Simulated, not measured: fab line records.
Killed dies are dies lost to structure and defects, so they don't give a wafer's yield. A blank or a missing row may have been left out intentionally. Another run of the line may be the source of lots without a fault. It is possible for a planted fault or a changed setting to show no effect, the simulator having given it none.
Struck lot and sound lot, side by side    flow berkeley_cmos170    16 steps out of a route of 331
Sound: these wafers, L544.1, L544.3, L544.5. Struck: wafers L542.1, L542.6 (left out: L542.5, a lot-mate that was not struck); the cause follows at the end.
For every step that has rows: the tool of each side, followed by ch and its chambers, followed by its first start. Under that, the readings that differ: sound wafers    struck wafers    difference of the means    sigmas: that difference in standard deviations of wafers without a fault.
alike: a reading whose means differ by less than 2 such deviations, as well as words and numbers matching on both sides. not compared: withheld readings; readings where some wafer has no value; bounds like >300 that might hide an equal value; numbers whose values overlap and for which the record gives no deviation.
A row with sigmas, a row that says differs or no value, or rows on one side alone: a step with any of these is where the two part. Non-overlapping numbers with no deviation appear without sigmas and do not part them. A reading missing from all wafers of one side parts the sides only when that side holds two or more wafers.

UCB170_M1_SPUTTER_00: material Al, target thk 600 nm, time 80 s.
  sound on pvd_sputter-03, day 10 00:52; struck on pvd_sputter-01, day 10 00:22
  alike: throttle_valve_pct
UCB170_M1_RS_MEAS_01: the measuring method here is four-point-probe.
  sound on film_metro-03, day 10 00:56; struck on film_metro-04, day 10 00:25
  alike: M1_AL_RS
UCB170_M1_THK_MEAS_02: measures by xrf.
  sound on film_metro-03, day 10 01:03; struck on film_metro-04, day 10 00:32
  alike: M1_AL_THK
then, 6 steps without rows for these wafers: UCB170_M1_COAT_03; UCB170_M1_COAT_04 (resist thk 900 nm); UCB170_M1_SOFTBAKE_05 (time 60 s); UCB170_M1_EXPOSE_06 (exposes mask METAL1, target cd 700 nm); UCB170_M1_PEB_07; UCB170_M1_DEVELOP_08 (develop time 45 s).
UCB170_M1_CD_MEAS_09: the cd target is 700 nm.
  sound on cd_sem-02, day 10 01:57; struck on cd_sem-02, day 10 01:50
  alike: cd_nm
UCB170_M1_OVL_MEAS_10:
  sound on overlay-02, day 10 02:05; struck on overlay-02, day 10 01:57
reading      sound     struck  difference  sigmas
M1_OVL (nm)  1 -7 -13  6 4     +11         +2
UCB170_M1_ETCH_11: etches BARC in N2/H2.
  sound on rie_diel-01 ch 2,3, day 10 02:07; struck on rie_diel-04 ch 1,2, day 10 01:59
  alike: bias_w, drypump_motor_current_A, oes_product_au, rf_fwd_power_W, throttle_valve_pct
UCB170_M1_METAL_ETCH_12: etches Al in Cl2/BCl3, stops on PSG, target depth 780 nm, time 130 s.
  sound on rie_metal-02 ch 0,1, day 10 02:10; struck on rie_metal-03 ch 1, day 10 02:02
reading                              sound              struck       difference  sigmas
oes_product_au (a.u.)                0.872 0.855 0.861  0.809 0.803  -0.057      -4
rf_fwd_power_W (W)                   597.2 596.5 598.8  357.6 357.7  -239.9      -99 or more
model.KrF_of_M1_COAT_04.thk_nm (nm)  433.9 446.9 447.7  597.9 602    +157.1      
model.M1.feature_depth_nm (nm)       648.9 642.7 649    509.2 510.1  -137.2      
model.etch.depth_nm (nm)             610.8 605.8 612.1  509.2 510.1  -99.9       
  alike: bias_w, drypump_motor_current_A, mfc_cl2_sccm, throttle_valve_pct
  not compared: rf_hours_counter_h
UCB170_M1_STRIP_13: strips in O2.
  sound on plasma_asher-02 ch 0,1, day 10 02:18; struck on plasma_asher-03 ch 0, day 10 02:10
  alike: drypump_motor_current_A, o2_flow_sccm, oes_product_au
  not compared: rf_hours_counter_h
UCB170_M1_CD_MEAS_90: the cd target is 700 nm.
  sound on cd_sem-02, day 10 02:24; struck on cd_sem-01, day 10 02:16
reading     sound              struck       difference  sigmas
cd_nm (nm)  699.6 703.1 701.1  711.4 712.5  +10.7       +5
then, 1 step without rows for these wafers: UCB170_M1_ANNEAL_14 (time 1200 s).

WHERE THEY PART
Earliest at UCB170_M1_OVL_MEAS_10; latest, in this record, at UCB170_M1_CD_MEAS_90.

WHY: what had been put in by the simulator
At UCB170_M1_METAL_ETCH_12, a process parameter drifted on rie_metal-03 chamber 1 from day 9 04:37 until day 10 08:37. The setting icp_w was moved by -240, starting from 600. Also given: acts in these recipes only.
